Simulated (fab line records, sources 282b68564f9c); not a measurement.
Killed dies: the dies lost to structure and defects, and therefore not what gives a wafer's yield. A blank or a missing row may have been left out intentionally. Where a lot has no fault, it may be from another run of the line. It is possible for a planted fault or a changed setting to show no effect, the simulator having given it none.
The same fault as seen by 2 desks ; flow ritCmos ; what lay behind the numbers comes last; until then each desk has only its own

THE METROLOGY DESK
Means of the sampled wafers that have a number, per lot and without regard to the tool the lot ran on: this is what the gauges read. If a lot's mean is further than 4 standard deviations from the usual mean, the lot is out of limits and carries the mark OUT (the distance appears in the brackets).
Columns: A = FOX1_OXIDE_THK at RIT_FOX1_THK_MEAS_01, usual 348 nm
lot;first seen here;A
L233;day 1 22:39;346
L234;day 2 04:01;358
L235;day 2 07:49;349
L239;day 3 04:52;342
L240;day 3 08:57;337
L241;day 3 15:12;331
L242;day 3 18:49;340
L243;day 4 00:02;348
L244;day 4 04:51;349
L245;day 4 09:50;352
L247;day 4 20:35;353
L248;day 5 00:52;311 (-5.4) OUT
L249;day 5 06:04;307 (-5.9) OUT
L252;day 5 20:56;346
This desk's finding: out of limits on L248, L249; first on L248, day 5 00:52 (FOX1_OXIDE_THK at RIT_FOX1_THK_MEAS_01). Within limits: L233, L234, L235, L239, L240, L241, L242, L243, L244, L245, L247, L252.

FOR THE TOOL OWNER'S DESK: furnace-02
The tool's own readings at RIT_FOX1_OXIDATION_00 (target thk 350.7 nm, ox time 1130 s): means of the sampled wafers that have a number, for each lot that ran on this tool. If a lot's mean is further than 4 standard deviations from the usual mean, the lot is out of limits and carries the mark OUT (the distance appears in the brackets).
Columns: A = spikeTcCentreC at RIT_FOX1_OXIDATION_00, usual 1102.4 C; B = spikeTcLoadC at RIT_FOX1_OXIDATION_00, usual 1127 C; C = spikeTcSourceC at RIT_FOX1_OXIDATION_00, usual 1124.3 C; D = tubeCenterTempC at RIT_FOX1_OXIDATION_00, usual 1100 C; E = tube_center_temp_C_max at RIT_FOX1_OXIDATION_00, usual 1102.8
lot;first seen here;A;B;C;D;E
L234;day 2 02:41;1102.4;1126;1124.0;1100;1102.5
L240;day 3 07:38;1102.3;1127;1123.2;1100;1102.8
L244;day 4 03:32;1101.6;1127;1124.7;1100;1103.1
L247;day 4 19:16;1102.5;1127;1122.9;1100;1102.7
L248;day 4 23:32;1077.5 (-14) OUT;1101 (-6.4) OUT;1098.0 (-22) OUT;1075 (-99 or more) OUT;1077.7 (-58) OUT
L249;day 5 04:44;1076.6 (-14) OUT;1102 (-6.2) OUT;1098.7 (-21) OUT;1075 (-99 or more) OUT;1077.6 (-59) OUT
Finding of this desk: L248, L249 out of limits; the first was L248 at day 4 23:32, on spikeTcCentreC at RIT_FOX1_OXIDATION_00. Within limits: L234, L240, L244, L247.

BROUGHT TOGETHER
On L248, L249, at day 4 23:32, an alarm was possible from the tool owner's desk.
L248, L249 would have let the metrology desk raise an alarm at day 5 00:52.
Every lot named ran RIT_FOX1_OXIDATION_00 on furnace-02.

WHAT HAD BEEN PUT IN BY THE SIMULATOR
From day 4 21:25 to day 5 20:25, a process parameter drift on furnace-02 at RIT_FOX1_OXIDATION_00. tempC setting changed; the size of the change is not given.
Lots struck among those shown: L248, L249.
Hours from the fault's start to each desk's first reading out of limits: the tool owner's desk, 2; the metrology desk, 3.
